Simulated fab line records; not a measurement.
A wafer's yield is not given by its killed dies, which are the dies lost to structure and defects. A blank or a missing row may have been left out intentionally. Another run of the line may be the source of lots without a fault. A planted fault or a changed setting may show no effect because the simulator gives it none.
8D (eight disciplines) problem report, filled in by code    flow berkeley_cmos170    the parts of the form that need people (team, actions taken, sign-off) are left out

## 1. PROBLEM STATEMENT
Mean GATE_POLY_THK at UCB170_GATE_THK_MEAS_05: 46.3 nm over 9 wafers in 3 lots; fault-free wafers: 213.1 nm, standard deviation 2.5. Measured from the usual mean, that is -67 standard deviations.
First observed at day 7 21:51: wafer L300.1, on film_metro-02. Wafers with a number at this step in the record: 39, from 13 lots. By rule, "out" or "out of limits" means more than 4 standard deviations away from the usual mean. All remaining wafers that have a number are taken as sound.

## 2. WHAT THIS IS AND IS NOT
question                     is                                           is not
which readings at this step  GATE_POLY_THK                                -
which lots                   L300, L301, L302                             L290, L291, L292, L293, L294, L295, L296, L297, L298, L312
which wafers of those lots   all that have a number                       -
read on which gauges         film_metro-01, film_metro-02, film_metro-03  -
when                         from day 7 21:51                             up to then (27 sound wafers); but 3 sound wafers of L312 came after

## 3. SUSPECTS, AND WHAT RULES EACH OUT
Counting: any tool at a process step up to the reading is kept as a suspect provided that every lot that is out went through it and no sound lot did after the first of them.
- the gauge at UCB170_GATE_THK_MEAS_05 is ruled out. Those wafers that are out were read across 3 gauges (film_metro-01, film_metro-02, film_metro-03).
- lpcvd-01 at UCB170_GATE_CVD_04 (deposits poly-Si from SiH4, time 1440 s, target thk 214 nm): kept. It ran every lot that is out, first L300 (day 7 20:27), and no sound lot after that; its last sound lot up to then is L295 (day 7 13:16). On those wafers its own readings are out: spike_tc_centre_C, spike_tc_load_C, spike_tc_source_C, susceptor_temp_C.
After counting, what remains is lpcvd-01 at UCB170_GATE_CVD_04.

## 4. THE CAUSE (what the simulator had put in)
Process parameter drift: lpcvd-01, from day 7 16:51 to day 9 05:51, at UCB170_GATE_CVD_04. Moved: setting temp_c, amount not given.
The count eliminated every tool but this one.

## 5. THE CHAIN OF EFFECTS, in route order
Rows list readings where the struck wafers' mean (over those with a number) sits beyond 3 standard deviations from the usual. Scope: only readings with a usual standard deviation given in the record; hours: median across lots of the time from each lot's start at the first step in this table that gives one to its start at this step; sigmas: change in usual standard deviations.
hours  step                     reading                usual       on struck wafers  change  sigmas
0      UCB170_GATE_CVD_04       spike_tc_centre_C      612.0 C     552.8             -59.2   -54
0      UCB170_GATE_CVD_04       spike_tc_load_C        629.7 C     566.9             -62.8   -22
0      UCB170_GATE_CVD_04       spike_tc_source_C      632.0 C     571.2             -60.8   -29
0      UCB170_GATE_CVD_04       susceptor_temp_C       610.03 C    550.42            -59.61  -99 or more
0      UCB170_GATE_CVD_04       zone_power_centre_pct  28.2 %      25.0              -3.2    -4.5
0      UCB170_GATE_CVD_04       zone_power_source_pct  10.8 %      9.3               -1.5    -3.2
1      UCB170_GATE_THK_MEAS_05  GATE_POLY_THK          213.1 nm    46.3              -166.8  -67
2      UCB170_GATE_ETCH_15      oes_product_au         0.823 a.u.  0.395             -0.428  -29
Here are the process steps it includes:
- UCB170_GATE_CVD_04: deposits poly-Si from SiH4, time 1440 s, target thk 214 nm.
- UCB170_GATE_ETCH_15: etches poly-Si in HBr/Cl2, stops on SiO2, time 56.3 s, target depth 278.2 nm.
At these later measuring or inspecting steps, every struck wafer for which the step has a row has a number for every such reading, and none has moved that far: UCB170_M1_THK_MEAS_02, UCB170_M2_OVL_MEAS_16.

## 6. WHAT WOULD HAVE CAUGHT IT SOONER
5 hours passed between the start of the fault at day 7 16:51 and the first reading out of limits at a measuring or inspecting step in this record, taken at day 7 21:51.
At UCB170_GATE_CVD_04, the tool's own readings (spike_tc_centre_C, spike_tc_load_C, spike_tc_source_C, susceptor_temp_C) were out on each struck wafer the step has a row for, so an alarm limit on them would have fired on the first such wafer.
Among the 3 lots that are out, L301, L302 began UCB170_GATE_CVD_04 on lpcvd-01 after day 7 21:51. A hold on the tool at that time would have spared those 2.
